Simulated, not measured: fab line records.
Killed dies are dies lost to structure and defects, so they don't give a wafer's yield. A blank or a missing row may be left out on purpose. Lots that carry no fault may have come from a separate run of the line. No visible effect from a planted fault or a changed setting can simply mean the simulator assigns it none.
Split-lot trial ; flow ritCmos ; 23 wafers read from 5 lots, route of 202 steps

THE SPLIT
At RIT_PRETRO_IMPLANT_08, the setting energyKev was moved away from the recipe's 45 on 10 of the 23 wafers read, by -5.9% to +3.3%. All remaining wafers had this setting at the recipe value.

The split's own step is where the reading is taken.

THE READING
The simulator's own value implant.drpNm, read by no gauge, in nm at RIT_PRETRO_IMPLANT_08. The file does not state a usual value for it.

wafer;tool, chamber at the split;energyKev as run;against the recipe;implant.drpNm, nm;against lot-mates on the recipe
L077.2;implanter-03, 0;45;recipe;55.07;-
L077.3;implanter-03, 0;45;recipe;55.07;-
L077.5;implanter-03, 0;45;recipe;55.07;-
L080.1;implanter-01, 0;43.09;-4.2%;53.66;-1.41
L080.3;implanter-01, 0;43.09;-4.2%;53.66;-1.41
L080.5;implanter-01, 0;43.09;-4.2%;53.66;-1.41
L080.2;implanter-01, 0;45;recipe;55.07;-
L080.4;implanter-01, 0;45;recipe;55.07;-
L083.1;implanter-04, 0;45;recipe;55.07;-
L083.2;implanter-04, 0;45;recipe;55.07;-
L083.5;implanter-04, 0;45;recipe;55.07;-
L083.3;implanter-04, 0;42.6;-5.3%;53.3;-1.77
L083.4;implanter-04, 0;42.6;-5.3%;53.3;-1.77
L084.1;implanter-04, 0;45;recipe;55.07;-
L084.4;implanter-04, 0;45;recipe;55.07;-
L084.6;implanter-04, 0;45;recipe;55.07;-
L084.3;implanter-04, 0;46.48;+3.3%;56.13;+1.06
L084.5;implanter-04, 0;46.48;+3.3%;56.13;+1.06
L085.1;implanter-01, 0;42.33;-5.9%;53.09;-1.98
L085.4;implanter-01, 0;42.33;-5.9%;53.09;-1.98
L085.5;implanter-01, 0;42.33;-5.9%;53.09;-1.98
L085.3;implanter-01, 0;45;recipe;55.07;-
L085.6;implanter-01, 0;45;recipe;55.07;-

THE FIT
A straight line over all 23 wafers: implant.drpNm changes by +0.331 nm for each +1% of energyKev; r = +1.00; the points scatter about the line by 0.0093 nm.
The same after taking each lot's own level away (the mean of its wafers on the recipe; 23 wafers): +0.331 nm for each +1%; r = +1.00; scatter 0.0093 nm.
On that fit, the largest move of energyKev shifts the reading by 2 nm.
The lots' own levels span 55.070 to 55.070 nm.
Consequently the slope shifts little with the lot-to-lot level, the two slopes agreeing.
Check: with one of the wafers moved furthest among these (-5.9%) left out of the fit, the line predicts -1.97 nm for it against its lot-mates. It came out at -1.98 nm against them.

THE OTHER SPLITS THESE WAFERS WENT THROUGH
Note: prior to the reading, these wafers also went through further splits. Each is held against what the fit with the lots' levels taken away leaves over:
other split on the same wafers;wafers away from the commonest value;r with implant.drpNm (lot level and that fit taken away)
RIT_ACTIVE_CVD_03 nh3FlowSccm;15;+0.08
RIT_ACTIVE_ETCH_13 rfW;10;-0.06
RIT_FOX1_WET_ETCH_02 timeS;15;+0.13
RIT_PWELL_COAT_01 resistThkNm;7;-0.26
RIT_PWELL_SOFTBAKE_02 tempC;8;-0.05
RIT_PWELL_IMPLANT_08 doseCm2;11;+0.11

THE WHOLE CHAIN: every reading that the file lists as answering this split, in the file's order
step;what it does;reading;change (the file's fit);r (the file's)
RIT_PRETRO_IMPLANT_08;;implant.rpNm (the simulator's own value, which no gauge read);+1.39 nm for each +1% of the setting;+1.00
RIT_PRETRO_IMPLANT_08;;implant.drpNm (the simulator's own value, which no gauge read);+0.332 nm for each +1% of the setting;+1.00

THE FILE'S OWN FIT
implant.drpNm changes by +0.332 nm for each +1% of energyKev, r = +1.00.
